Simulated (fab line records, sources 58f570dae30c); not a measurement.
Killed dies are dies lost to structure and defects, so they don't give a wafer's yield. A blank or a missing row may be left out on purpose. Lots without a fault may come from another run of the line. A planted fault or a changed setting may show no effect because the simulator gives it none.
Which tool did it? | flow berkeley_cmos170 | 7 lots, 21 wafers sampled, at 2 steps of a route of 331

WHAT THE GAUGES READ, wafer by wafer
UCB170_NLDD_TW_MEAS_11.
lot  | measured     | on            | NLDD_TW
L506 | day 6 21:39  | film_metro-04 | 2235 2237 2246
L508 | day 7 05:52  | film_metro-03 | 2222 2223 2226
L512 | day 8 01:20  | film_metro-03 | 2235 2245 2237
L516 | day 9 18:30  | film_metro-01 | 2321 2311 2325
L520 | day 9 22:37  | film_metro-04 | 2236 2255 2241
L522 | day 11 01:02 | film_metro-01 | 2209 2220 2219
L526 | day 11 18:11 | film_metro-01 | 2215 2217 2208

WHICH TOOL RAN EACH LOT (tool, then ch and the chambers of the sampled wafers, then the start)
lot  | UCB170_NLDD_IMPLANT_08
L506 | implanter-02 ch 0, day 6 21:15
L508 | implanter-04 ch 0, day 7 05:28
L512 | implanter-04 ch 0, day 8 00:58
L516 | implanter-04 ch 0, day 9 18:07
L520 | implanter-01 ch 0, day 9 22:13
L522 | implanter-01 ch 0, day 11 00:40
L526 | implanter-02 ch 0, day 11 17:47
- UCB170_NLDD_IMPLANT_08

THE ANSWER, worked out from the rows above alone
Rule: what is usual is taken from the lots themselves. Put in order of their means at a reading, lots are off if they are a third of the lots or fewer, leave a main group of 4 or more, and stand apart from it by a gap of 3 or more times the standard deviation of the main group's means; of several such gaps the widest counts. A main group whose means are all the same, to the digits that the tables above print for the reading, isn't used. A lot without any number at a reading at which 4 lots or more have one is off too. The other lots that the step has rows for count as sound.
Off: L516, at UCB170_NLDD_TW_MEAS_11 (NLDD_TW). The main group: mean 2229, standard deviation 12.
A tool fits if, at a process step before that reading, it ran every lot that is off, and no sound lot after the first of them. The gauges at UCB170_NLDD_TW_MEAS_11 are tried like those tools. One fits: implanter-04 at UCB170_NLDD_IMPLANT_08. Its last sound lot is L512 (day 8 00:58), its first lot that is off L516 (day 9 18:07): a fault that began between those two fits.

WHAT THE SIMULATOR HAD PUT IN
Process parameter drift: implanter-04, from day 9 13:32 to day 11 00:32, at UCB170_NLDD_IMPLANT_08. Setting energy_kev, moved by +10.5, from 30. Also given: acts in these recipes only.
Lots struck among those shown: L516. The rule above found the same.
